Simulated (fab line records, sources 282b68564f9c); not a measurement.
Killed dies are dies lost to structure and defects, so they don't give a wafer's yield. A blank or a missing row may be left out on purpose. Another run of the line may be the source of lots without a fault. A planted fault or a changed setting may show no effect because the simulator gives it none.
2 desks looking at one fault -- flow ritCmos -- numbers are kept per desk, each desk with only its own; the story behind them comes last

== METROLOGY DESK ==
Lot by lot, what the gauges showed, no matter which tool ran the lot: averages of those sampled wafers that carry a number. Marked OUT: a lot whose mean sits more than 4 standard deviations from the usual mean, which makes it out of limits; the brackets give that distance.
Columns: A = ACTIVE_OXIDE_THK at RIT_ACTIVE_THK_MEAS_02, usual 46.8 nm; B = ACTIVE_NITRIDE_THK at RIT_ACTIVE_THK_MEAS_04, usual 150.2 nm; C = cdNm at RIT_ACTIVE_CD_MEAS_11, usual 1400.3 nm
lot,first seen here,A,B,C
L807,day 2 03:49,46.3,150.2,1395.6
L814,day 3 15:35,46.8,149.7,1398.3
L818,day 4 10:30,47.3,147.7,1397.9
L822,day 5 06:55,46.7,150.1,1402.4
L823,day 5 11:23,46.6,149.8,1398.3
L824,day 5 16:23,46.4,150.1,1401.7
Finding of this desk: none of the 6 lots has anything out of limits.

== TOOL OWNER'S DESK, rieDiel-01 ==
The tool's own readings at RIT_ACTIVE_ETCH_13 (etches Si3N4 in SF6, stops on SiO2, time 210 s, target depth 210 nm): means of the sampled wafers that have a number, for each lot that ran on this tool. Marked OUT: a lot whose mean sits more than 4 standard deviations from the usual mean, which makes it out of limits; the brackets give that distance.
Columns: A = chamberPressureMTorr at RIT_ACTIVE_ETCH_13, usual 259.99 mTorr; B = drypumpMotorCurrentA at RIT_ACTIVE_ETCH_13, usual 5.6 A; C = oesProductAu at RIT_ACTIVE_ETCH_13, usual 0.815 a.u.; D = rfFwdPowerW at RIT_ACTIVE_ETCH_13, usual 124.6 W; E = throttleValvePct at RIT_ACTIVE_ETCH_13, usual 7.49 %
lot,first seen here,A,B,C,D,E
L807,day 2 06:36,259.99,5.5,0.818,124.9,7.47
L818,day 4 13:09,259.79,5.4,0.840,124.8,7.44
L822,day 5 09:42,259.85,5.4,0.838,124.8,7.50
Finding of this desk: none of the 3 lots has anything out of limits.

== PUT TOGETHER ==
At the metrology desk, nothing out of limits was observed.
The desk of the tool owner found nothing out of limits.

== WHAT HAD BEEN PUT IN BY THE SIMULATOR ==
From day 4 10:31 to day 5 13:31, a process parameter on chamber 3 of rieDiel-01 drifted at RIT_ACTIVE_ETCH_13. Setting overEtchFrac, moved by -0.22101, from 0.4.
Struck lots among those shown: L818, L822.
